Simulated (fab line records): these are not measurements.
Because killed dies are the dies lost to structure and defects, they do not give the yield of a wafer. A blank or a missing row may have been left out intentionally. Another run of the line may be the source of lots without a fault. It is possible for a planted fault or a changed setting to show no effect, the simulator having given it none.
fab line records | flow ritCmos
record lots=5 | wafers=15 | lastDay=7
route steps=202 shown GATE@78 FOX2@80
lots that met no fault: taken from a fault-free run of the same line
startH: start of the lot's first displayed wafer, in hours after the record's first day | waitH: hours from the lot's prior step to this one | " the same as in the row above | L1.1+2: one row covering several wafers at once | - either no value or no given start | * or withheld: withheld | < > ~ a bound
route shown NAME@n: NAME is a module with steps in the file, n the number in the route of the first one | usual: the fault-free wafers' mean and standard deviation | same: alike in all rows | chamber/n: place in a boat | sites: readings site by site | _std_site: standard deviation across them | _edge_site: mean of outer sites minus mean of inner sites | radiusMm: how far each site lies from the wafer's centre | mask NAME#n: copy n | behind: tool/chamber where the wafer was last shaped | hold: what put the lot on hold/how long, in hours/how the hold closed | device: transistor that didn't switch, given as n, p or np | end of line: tests run on the same wafers once the route is complete | a step with no rows: only its recipe | killed: count of dies lost to structure and defects at first sort (not the wafer's yield) | map: per-die view of a wafer (x killed, . not killed, _ where there is no die)
set.NAME: the setting that was run; set.NAME@STEP: the one run at that earlier step | model.NAME: the simulator's own value behind a step, which no gauge read
lots at some steps of the route; a table a step, a row a wafer
services: a tool's chamber out of use, with start hour (startH, from the record's first day; less than 0 if before it), hours out, and reason
## steps
# step RIT_GATE_CLEAN_03
# recipe chemistry=SC2 | mix=3:3:50 | timeS=600 | tempC=75 | dry=n2Spin
# usual tempC=75.01/0.13
lot.wafer | tool        | chamber | startH | waitH | tempC
L080.1    | wetBench-03 | 1       | 70.89  | 0.0   | 74.93
L080.2    | "           | 1       | "      | "     | 75.18
L080.6    | "           | 1       | "      | "     | 74.98
L086.3    | wetBench-02 | 0       | 98.38  | 0.0   | 75.00
L086.4    | "           | 0       | "      | "     | 75.08
L086.6    | "           | 0       | "      | "     | 74.92
L088.2    | wetBench-02 | 1       | 106.28 | 0.0   | 74.93
L088.3    | "           | 1       | "      | "     | 74.82
L088.5    | "           | 1       | "      | "     | 74.87
L091.3    | wetBench-02 | 0       | 121.21 | 0.0   | 74.96
L091.4    | "           | 0       | "      | "     | 74.84
L091.5    | "           | 0       | "      | "     | 75.05
L094.2    | wetBench-04 | 1       | 134.98 | 0.0   | 74.85
L094.4    | "           | 1       | "      | "     | 75.05
L094.5    | "           | 1       | "      | "     | 74.77
# step RIT_GATE_CLEAN_04
# recipe chemistry=dHF | dilution=50:1 | timeS=60 | dry=n2Spin
lot.wafer  | tool        | chamber | startH | waitH
L080.1+2+6 | wetBench-04 | 1       | 71.08  | 0.0
L086.3+4+6 | wetBench-03 | 2       | 98.57  | 0.0
L088.2+3+5 | wetBench-04 | 3       | 106.45 | 0.0
L091.3+4+5 | wetBench-03 | 2       | 121.39 | 0.0
L094.2+4+5 | wetBench-02 | 1       | 135.17 | 0.0
# step RIT_FOX2_THK_MEAS_91
# recipe reads=SiO2_of_FOX2_OXIDATION_00
# usual FIELD_OXIDE_LEFT_2_THK=257/8.9
lot.wafer | tool         | chamber | startH | waitH | FIELD_OXIDE_LEFT_2_THK[nm]
L080.1    | filmMetro-04 | -       | 71.10  | 0.0   | 255
L080.2    | "            | -       | "      | "     | 253
L080.6    | "            | -       | "      | "     | 256
L086.3    | filmMetro-04 | -       | 98.62  | 0.0   | 261
L086.4    | "            | -       | "      | "     | 262
L086.6    | "            | -       | "      | "     | 257
L088.2    | filmMetro-04 | -       | 106.49 | 0.0   | 248
L088.3    | "            | -       | "      | "     | 249
L088.5    | "            | -       | "      | "     | 248
L091.3    | filmMetro-01 | -       | 121.43 | 0.0   | 250
L091.4    | "            | -       | "      | "     | 252
L091.5    | "            | -       | "      | "     | 252
L094.2    | filmMetro-01 | -       | 135.21 | 0.0   | 273
L094.4    | "            | -       | "      | "     | 268
L094.5    | "            | -       | "      | "     | 270
# step RIT_GATE_OXIDATION_05
# recipe tempC=900 | ambient=O2 | targetThkA=30 | oxTimeS=270
# same oxTimeS=270
lot.wafer  | tool       | chamber | startH | waitH
L080.1+2+6 | furnace-03 | 0       | 73.74  | 2.6
L086.3+4+6 | furnace-04 | 0       | 100.08 | 1.5
L088.2+3+5 | furnace-03 | 0       | 107.70 | 1.2
L091.3+4+5 | furnace-01 | 0       | 123.35 | 1.9
L094.2+4+5 | furnace-03 | 0       | 136.06 | 0.8
# step RIT_GATE_ANNEAL_06
# recipe tempC=900 | timeS=600 | ambient=N2O
lot.wafer  | tool       | chamber | startH | waitH
L080.1+2+6 | furnace-04 | 0       | 76.56  | 1.7
L086.3+4+6 | furnace-04 | 0       | 103.09 | 1.9
L088.2+3+5 | furnace-01 | 0       | 109.09 | 0.3
L091.3+4+5 | furnace-03 | 0       | 125.29 | 0.9
L094.2+4+5 | furnace-03 | 0       | 138.45 | 1.3
# step RIT_GATE_THK_MEAS_07
# recipe reads=SiO2_of_GATE_OXIDATION_05
# usual GATE_OXIDE_THK=3.02/0.063
lot.wafer | tool         | chamber | startH | waitH | GATE_OXIDE_THK[nm]
L080.1    | filmMetro-01 | -       | 76.81  | 0.0   | 3.01
L080.2    | "            | -       | "      | "     | 2.95
L080.6    | "            | -       | "      | "     | 2.97
L086.3    | filmMetro-01 | -       | 103.36 | 0.0   | 2.96
L086.4    | "            | -       | "      | "     | 3.06
L086.6    | "            | -       | "      | "     | 3.08
L088.2    | filmMetro-04 | -       | 109.35 | 0.0   | 3.09
L088.3    | "            | -       | "      | "     | 3.10
L088.5    | "            | -       | "      | "     | 3.06
L091.3    | filmMetro-01 | -       | 125.56 | 0.0   | 3.07
L091.4    | "            | -       | "      | "     | 3.01
L091.5    | "            | -       | "      | "     | 2.94
L094.2    | filmMetro-04 | -       | 138.71 | 0.0   | 2.94
L094.4    | "            | -       | "      | "     | 3.00
L094.5    | "            | -       | "      | "     | 2.98
# step RIT_GATE_CVD_08
# recipe material=poly-Si | targetThkNm=250 | tempC=610 | precursor=SiH4 | timeS=2220 | pressureMtorr=300 | sih4FlowSccm=96.9
lot.wafer  | tool     | chamber | startH | waitH
L080.1+2+6 | lpcvd-01 | 0       | 76.87  | 0.1
L086.3+4+6 | lpcvd-02 | 0       | 103.63 | 0.3
L088.2+3+5 | lpcvd-02 | 1       | 109.40 | 0.0
L091.3+4+5 | lpcvd-01 | 1       | 126.45 | 0.9
L094.2+4+5 | lpcvd-01 | 0       | 138.91 | 0.2
# step RIT_GATE_THK_MEAS_09
# recipe reads=poly-Si_of_GATE_CVD_08
# usual GATE_POLY_THK=242.3/2.5
lot.wafer | tool         | chamber | startH | waitH | GATE_POLY_THK[nm]
L080.1    | filmMetro-02 | -       | 78.49  | 0.0   | 242.9
L080.2    | "            | -       | "      | "     | 242.7
L080.6    | "            | -       | "      | "     | 243.0
L086.3    | filmMetro-01 | -       | 105.26 | 0.0   | 241.0
L086.4    | "            | -       | "      | "     | 239.7
L086.6    | "            | -       | "      | "     | 239.9
L088.2    | filmMetro-04 | -       | 111.03 | 0.0   | 236.5
L088.3    | "            | -       | "      | "     | 236.0
L088.5    | "            | -       | "      | "     | 235.9
L091.3    | filmMetro-01 | -       | 128.08 | 0.0   | 243.5
L091.4    | "            | -       | "      | "     | 242.6
L091.5    | "            | -       | "      | "     | 243.6
L094.2    | filmMetro-01 | -       | 140.56 | 0.0   | 242.6
L094.4    | "            | -       | "      | "     | 245.5
L094.5    | "            | -       | "      | "     | 244.3
# step RIT_GATE_HMDS_10
# recipe primeTimeS=60 | primeTempC=140
# usual chillPlateTempC=22.99/0.1
lot.wafer | tool          | chamber | startH | waitH | chillPlateTempC
L080.1    | lithoTrack-01 | 0       | 78.55  | 0.1   | 22.98
L080.2    | "             | 0       | "      | "     | 22.96
L080.6    | "             | 0       | "      | "     | 23.04
L086.3    | lithoTrack-01 | 0       | 105.35 | 0.1   | 22.90
L086.4    | "             | 0       | "      | "     | 23.00
L086.6    | "             | 0       | "      | "     | 22.95
L088.2    | lithoTrack-01 | 0       | 111.10 | 0.1   | 22.98
L088.3    | "             | 0       | "      | "     | 22.92
L088.5    | "             | 0       | "      | "     | 22.90
L091.3    | lithoTrack-03 | 0       | 128.17 | 0.1   | 23.10
L091.4    | "             | 0       | "      | "     | 23.01
L091.5    | "             | 0       | "      | "     | 23.02
L094.2    | lithoTrack-01 | 0       | 140.63 | 0.1   | 23.11
L094.4    | "             | 0       | "      | "     | 23.04
L094.5    | "             | 0       | "      | "     | 23.09
# step RIT_GATE_COAT_11
# recipe resist=NOVOLAK | spinRpm=4250 | resistThkNm=850
# usual chillPlateTempC=22.99/0.11
lot.wafer | tool          | chamber | startH | waitH | chillPlateTempC
L080.1    | lithoTrack-01 | 0       | 78.70  | 0.1   | 22.97
L080.2    | "             | 0       | "      | "     | 22.94
L080.6    | "             | 0       | "      | "     | 22.89
L086.3    | lithoTrack-01 | 0       | 105.50 | 0.1   | 23.04
L086.4    | "             | 0       | "      | "     | 22.96
L086.6    | "             | 0       | "      | "     | 22.98
L088.2    | lithoTrack-01 | 0       | 111.25 | 0.1   | 22.87
L088.3    | "             | 0       | "      | "     | 23.03
L088.5    | "             | 0       | "      | "     | 23.06
L091.3    | lithoTrack-03 | 0       | 128.32 | 0.1   | 23.06
L091.4    | "             | 0       | "      | "     | 23.10
L091.5    | "             | 0       | "      | "     | 23.17
L094.2    | lithoTrack-01 | 0       | 140.78 | 0.1   | 23.23
L094.4    | "             | 0       | "      | "     | 23.06
L094.5    | "             | 0       | "      | "     | 23.14
## services
tool       | chamber | startH | hours | kind
furnace-03 | -       | 47.15  | 21.5  | pm
lpcvd-02   | -       | 121.74 | 6.1   | pm
## key
fault none
